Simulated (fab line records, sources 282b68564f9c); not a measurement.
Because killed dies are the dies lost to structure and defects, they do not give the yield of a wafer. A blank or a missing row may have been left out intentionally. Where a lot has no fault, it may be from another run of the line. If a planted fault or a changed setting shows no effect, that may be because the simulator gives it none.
Which of the tools did it? -- flow ritCmos -- at 1 step of a route of 202, 7 lots with 21 wafers sampled

== WHAT THE GAUGES READ, wafer by wafer ==
RIT_GATE_OVL_MEAS_17.
lot,measured,on,GATE_OVL (nm)
L749,day 2 22:20,overlay-01,1.1 0.6 2.1
L753,day 3 15:11,overlay-02,0.8 1.2 -0.8
L757,day 4 08:17,overlay-02,-0.9 -0.2 -0.9
L761,day 5 10:27,overlay-01,2.7 2.8 1.5
L766,day 6 11:06,overlay-02,-1.1 -0.2 0.1
L769,day 6 22:53,overlay-02,0.0 0.9 1.0
L772,day 7 09:29,overlay-01,1.4 -1.4 2.4

== EACH LOT AND THE TOOL THAT RAN IT (in order: tool; ch and the chambers of the sampled wafers; start) ==
The record holds no process step before these readings.

== THE ANSWER, worked out from the rows above alone ==
Rule: the lots themselves supply what counts as usual. The widest of any qualifying gaps counts: lots, ordered by their means at a reading, are off when they make up no more than a third of the lots, leave a main group of 4 or more, and stand apart from it by 3 or more times the standard deviation of that group's means. The tables above print the reading to a certain number of digits; a main group whose means all agree to those digits is not used. Also off: a lot with no number at a reading for which 4 or more lots have one. All remaining lots with rows at the step are treated as sound.
No lot is off on any of the readings shown, so nothing can be concluded from this.

== WHAT HAD BEEN PUT IN BY THE SIMULATOR ==
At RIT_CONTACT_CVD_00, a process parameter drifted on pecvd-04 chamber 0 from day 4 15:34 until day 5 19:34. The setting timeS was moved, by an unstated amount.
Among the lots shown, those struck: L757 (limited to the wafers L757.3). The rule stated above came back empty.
